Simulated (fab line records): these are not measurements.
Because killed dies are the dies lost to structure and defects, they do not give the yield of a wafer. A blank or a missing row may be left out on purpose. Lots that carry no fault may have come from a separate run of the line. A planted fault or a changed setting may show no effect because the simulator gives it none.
Comparing a struck lot with a sound one	flow berkeley_cmos170	16 steps out of a route of 331
Sound: these wafers, L742.1, L742.2, L742.4. Struck: wafer L740.2 (L740.4, L740.5, from the same lot, were not struck and are left out); the cause is given at the end.
Per side, at each step with rows, come the tool, then ch with its chambers, and then its first start. Under that, the readings that differ: sound wafers	struck wafers	difference of the means	sigmas: that difference in standard deviations of wafers without a fault.
alike: words and numbers the same on both sides, and readings whose means are apart by under 2 such deviations; not compared: readings that were withheld, readings missing a value for some wafer, numbers with overlapping values and no deviation given by the record, and bounds like >300 which may hide the same value.
A row with sigmas, a row that says differs or no value, or rows on one side alone: a step with any of these is where the two part. Non-overlapping numbers with no deviation appear without sigmas and do not part them. A reading that every wafer of one side lacks parts them only if that side has two wafers or more.

first, 5 steps without rows for these wafers: UCB170_M1_COAT_04 (resist thk 900 nm); UCB170_M1_SOFTBAKE_05 (time 60 s); UCB170_M1_EXPOSE_06 (exposes mask METAL1, target cd 700 nm); UCB170_M1_PEB_07; UCB170_M1_DEVELOP_08 (develop time 45 s).
UCB170_M1_CD_MEAS_09: the cd target is 700 nm.
  sound on cd_sem-02 at day 10 20:28; struck on cd_sem-02 at day 10 02:07
  alike: cd_nm
UCB170_M1_OVL_MEAS_10:
  sound on overlay-01 at day 10 20:35; struck on overlay-02 at day 10 02:13
  alike: M1_OVL
UCB170_M1_ETCH_11: etches BARC in N2/H2.
  sound on rie_diel-01 ch 0,2,3, day 10 20:38; struck on rie_diel-01 ch 3, day 10 02:15
  alike: drypump_motor_current_A, h2_flow_sccm, n2_flow_sccm, oes_product_au, throttle_valve_pct
UCB170_M1_METAL_ETCH_12: etches Al in Cl2/BCl3, stops on PSG, target depth 780 nm, time 130 s.
  sound on rie_metal-03 ch 0,1, day 10 20:40; struck on rie_metal-04 ch 0, day 10 02:17
  alike: bcl3_flow_sccm, drypump_motor_current_A, oes_product_au, throttle_valve_pct
  not compared: rf_hours_counter_h
UCB170_M1_STRIP_13: strips in O2.
  sound on plasma_asher-04 ch 0,1, day 10 20:48; struck on plasma_asher-02 ch 0, day 10 02:25
  alike: drypump_motor_current_A, oes_product_au
  not compared: rf_hours_counter_h
UCB170_M1_CD_MEAS_90: the cd target is 700 nm.
  sound on cd_sem-02 at day 10 20:54; struck on cd_sem-01 at day 10 02:32
  alike: cd_nm
then, 1 step without rows for these wafers: UCB170_M1_ANNEAL_14 (time 1200 s).
UCB170_V1_CVD_00: deposits SiO2 from TEOS/O2, target thk 2000 nm, time 250 s.
  sound on pecvd-04 ch 0,1, day 10 22:22; struck on pecvd-02 ch 0, day 10 04:01
reading	sound	struck	difference	sigmas
run_length_s (s)	277.3 277.5 278.2	206.5	-71.2	-99 or more
model.SiO2_of_V1_CVD_00.thk_nm (nm)	2008 1980 2020	1411	-592	
  alike: heater_power_w
UCB170_V1_THK_MEAS_01:
  sound on film_metro-01 at day 10 22:31; struck on film_metro-02 at day 10 04:15
reading	sound	struck	difference	sigmas
V1_TEOS_THK (nm)	2007 1981 2019	1412	-590	-30
UCB170_V1_CMP_02: polishes SiO2.
  sound on cmp-02 ch 1,2,3, day 10 22:34; struck on cmp-01 ch 1, day 10 04:35
  alike: motor_current_A
after that, 1 step had no rows for these wafers: UCB170_M3_PROBE_99.

WHERE THEY PART
At UCB170_V1_CVD_00 first; at UCB170_V1_THK_MEAS_01 last (within this record only). Later steps at which nothing parts them and some readings are alike: UCB170_V1_CMP_02.

WHY: what the simulator had put in
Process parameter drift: pecvd-02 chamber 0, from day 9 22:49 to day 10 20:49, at UCB170_V1_CVD_00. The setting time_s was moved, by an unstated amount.
